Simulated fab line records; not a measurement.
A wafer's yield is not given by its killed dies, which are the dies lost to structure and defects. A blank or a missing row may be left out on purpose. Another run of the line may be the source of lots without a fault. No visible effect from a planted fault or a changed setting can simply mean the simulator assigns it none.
Split-lot trial ; flow rit_cmos ; 5 lots, 23 wafers read, on a route of 202 steps

ABOUT THE SPLIT
At RIT_PRETRO_COAT_01 (resist thk 1300 nm), the setting spin_rpm was moved away from the recipe's 2000 rpm on 7 of the 23 wafers read, by -2.9% to +2.7%. This setting was run at the recipe's value on the other wafers.

FROM THE SPLIT TO THE READING: what the file shows between them, 3 steps
- RIT_PRETRO_SOFTBAKE_02: time 60 s
- RIT_PRETRO_EXPOSE_03: exposes mask M5, target cd 43700 nm
- RIT_PRETRO_DEVELOP_05: develop time 68 s

THE READING
NOVOLAK_of_PRETRO_COAT_01.thk_nm (the simulator's own value, which no gauge read), in nm, at RIT_PRETRO_HARDBAKE_07 (time 120 s). There is no usual value for it anywhere in the file. Across the 16 wafers here that went through the recipe, the average is 1136 nm and the standard deviation 3.2 nm.

wafer;tool, chamber at the split;spin_rpm as run, rpm;against the recipe;NOVOLAK_of_PRETRO_COAT_01.thk_nm, nm;against lot-mates on the recipe
L076.1;litho_track-04, 0;2000;recipe;1139;-
L076.5;litho_track-04, 0;2000;recipe;1139;-
L076.2;litho_track-04, 0;2000;recipe;1136;-
L076.3;litho_track-04, 0;2054;+2.7%;1129;-9
L076.6;litho_track-04, 0;2054;+2.7%;1123;-15
L079.1;litho_track-01, 0;2053;+2.6%;1122;-17
L079.2;litho_track-01, 0;2000;recipe;1138;-
L079.3;litho_track-01, 0;2000;recipe;1139;-
L079.4;litho_track-01, 0;2053;+2.6%;1125;-14
L079.6;litho_track-01, 0;2000;recipe;1140;-
L082.1;litho_track-03, 0;2000;recipe;1137;-
L082.2;litho_track-03, 0;2000;recipe;1137;-
L082.3;litho_track-03, 0;2000;recipe;1136;-
L082.4;litho_track-03, 0;2000;recipe;1135;-
L082.6;litho_track-03, 0;2000;recipe;1132;-
L084.1;litho_track-03, 0;1942;-2.9%;1153;+19
L084.3;litho_track-03, 0;2000;recipe;1137;-
L084.4;litho_track-03, 0;2000;recipe;1131;-
L084.5;litho_track-03, 0;1942;-2.9%;1151;+17
L084.6;litho_track-03, 0;1942;-2.9%;1154;+20
L085.1;litho_track-01, 0;2000;recipe;1134;-
L085.5;litho_track-01, 0;2000;recipe;1129;-
L085.6;litho_track-01, 0;2000;recipe;1132;-

FIT RESULTS
A straight line over all 23 wafers: NOVOLAK_of_PRETRO_COAT_01.thk_nm changes by -4.94 nm for each +1% of spin_rpm; r = -0.92; the points scatter about the line by 3.3 nm.
The same after taking each lot's own level away (the mean of its wafers on the recipe; 23 wafers): -5.76 nm for each +1%; r = -0.97; scatter 2.3 nm.
According to that fit, moving spin_rpm by its largest amount changes the reading by 17 nm.
Across the lots, their own levels run from 1131.7 to 1139.0 nm, a range of 2.3 times the standard deviation given above.
Thus the slope moves with the lot-to-lot level: the two fits are different.
Check: for one of the wafers moved furthest among these (-2.9%), held out of the fit, the line's prediction against its lot-mates is +16.8 nm. Against them it came out at +19 nm.

FURTHER SPLITS ON THESE WAFERS
These wafers also went through other splits before the reading. Each is held against what the fit with the lots' levels taken away leaves over:
other split on the same wafers;wafers away from the commonest value;r with NOVOLAK_of_PRETRO_COAT_01.thk_nm (lot level and that fit taken away)
RIT_ACTIVE_COAT_06 spin_rpm;11;-0.31
RIT_ACTIVE_SOFTBAKE_07 time_s;9;-0.13
RIT_FOX1_OXIDATION_00 temp_c;10;+0.17
RIT_PWELL_IMPLANT_08 energy_kev;8;-0.28
RIT_NRETRO_COAT_01 resist_thk_nm;6;-0.03

THE WHOLE CHAIN: every reading that the file lists as answering this split, in the file's order
step;what it does;reading;change (the file's fit);r (the file's)
RIT_PRETRO_COAT_01;resist thk 1300 nm;NOVOLAK_of_PRETRO_COAT_01.thk_nm (the simulator's own value, which no gauge read);-6.56 nm for each +1% of the setting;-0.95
RIT_PRETRO_HARDBAKE_07;time 120 s;NOVOLAK_of_PRETRO_COAT_01.thk_nm (the simulator's own value, which no gauge read);-5.64 nm for each +1% of the setting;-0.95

FILE'S OWN FIT
NOVOLAK_of_PRETRO_COAT_01.thk_nm changes by -5.64 nm for each +1% of spin_rpm, r = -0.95.
